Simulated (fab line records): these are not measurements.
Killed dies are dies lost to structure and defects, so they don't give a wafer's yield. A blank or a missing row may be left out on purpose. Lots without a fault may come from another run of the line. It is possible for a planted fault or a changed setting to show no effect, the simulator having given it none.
Which tool did it? -- flow berkeley_cmos170 -- Sampling: 7 lots, 21 wafers, 5 of 331 route steps

WHAT THE GAUGES READ, wafer by wafer
UCB170_M1_RS_MEAS_01: the measuring method here is four-point-probe.
lot,measured,on,M1_AL_RS (ohm/sq)
L455,day 9 12:35,film_metro-02,- - -
L453,day 9 12:52,film_metro-01,0.0492 0.0489 0.0489
L456,day 9 12:56,film_metro-02,- - -
L464,day 11 00:53,film_metro-04,0.0486 0.0485 0.0490
L468,day 11 19:47,film_metro-01,0.0482 0.0489 0.0486
L472,day 12 06:02,film_metro-01,0.0491 0.0495 0.0492
L469,day 12 08:30,film_metro-02,0.0481 0.0483 0.0487

TOOL THAT RAN EACH LOT (tool first, then ch and the chambers of the sampled wafers, then the start)
lot,UCB170_PSD_STRIP_09,UCB170_SDANNEAL_RTA_01,UCB170_CONTACT_STRIP_06,UCB170_M1_SPUTTER_00
L455,"plasma_asher-02 ch 0,1, day 8 21:50","rtp_anneal-01 ch 0, day 9 04:20","plasma_asher-03 ch 0,1, day 9 09:26","pvd_sputter-01, day 9 12:29"
L453,"plasma_asher-03 ch 0,1, day 8 22:10","rtp_anneal-02 ch 0, day 9 04:23","plasma_asher-01 ch 0,1, day 9 09:53","pvd_sputter-04, day 9 12:45"
L456,"plasma_asher-02 ch 0,1, day 8 22:37","rtp_anneal-02 ch 0, day 9 05:35","plasma_asher-04 ch 0,1, day 9 09:52","pvd_sputter-01, day 9 12:53"
L464,"plasma_asher-01 ch 1, day 10 16:22","rtp_anneal-01 ch 0, day 10 19:32","plasma_asher-04 ch 0,1, day 10 22:54","pvd_sputter-04, day 11 00:48"
L468,"plasma_asher-03 ch 0,1, day 11 09:49","rtp_anneal-02 ch 0, day 11 13:31","plasma_asher-03 ch 0,1, day 11 17:22","pvd_sputter-04, day 11 19:43"
L472,"plasma_asher-01 ch 0,1, day 11 20:28","rtp_anneal-02 ch 0, day 11 23:23","plasma_asher-01 ch 0,1, day 12 03:39","pvd_sputter-03, day 12 05:58"
L469,"plasma_asher-02 ch 0,1, day 11 22:26","rtp_anneal-01 ch 0, day 12 01:29","plasma_asher-01 ch 0,1, day 12 05:43","pvd_sputter-03, day 12 08:26"
- UCB170_PSD_STRIP_09: strips in O2.
- UCB170_SDANNEAL_RTA_01: time 5 s.
- UCB170_CONTACT_STRIP_06: strips in O2.
- UCB170_M1_SPUTTER_00: material Al, target thk 600 nm, time 80 s.

THE ANSWER, worked out from the rows above alone
Rule: usual is defined by the lots themselves. Put in order of their means at a reading, lots are off if they are a third of the lots or fewer, leave a main group of 4 or more, and stand apart from it by a gap of 3 or more times the standard deviation of the main group's means; of several such gaps the widest counts. Not used: any main group whose means are identical at the precision the tables above print for the reading. Also off: a lot with no number at a reading for which 4 or more lots have one. The other lots that the step has rows for count as sound.
Off: L455, L456, seen at UCB170_M1_RS_MEAS_01 (M1_AL_RS). Without a number there: L455, L456. The main group has a mean of 0.0488 ohm/sq with a standard deviation of 0.00032.
If a tool, at a process step before that reading, ran all the lots that are off and no sound lot after the first of them, it fits. Gauges at UCB170_M1_RS_MEAS_01: tried the same way as those tools. One fits: pvd_sputter-01 at UCB170_M1_SPUTTER_00. It ran no sound lot before its first lot that is off in this sample, so the start can't be narrowed down.

WHAT THE SIMULATOR HAD PUT IN
Step skipped in full: pvd_sputter-01, at UCB170_M1_SPUTTER_00, from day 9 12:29 onward. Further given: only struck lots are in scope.
Struck lots among those shown: L455, L456. The rule above found the same.
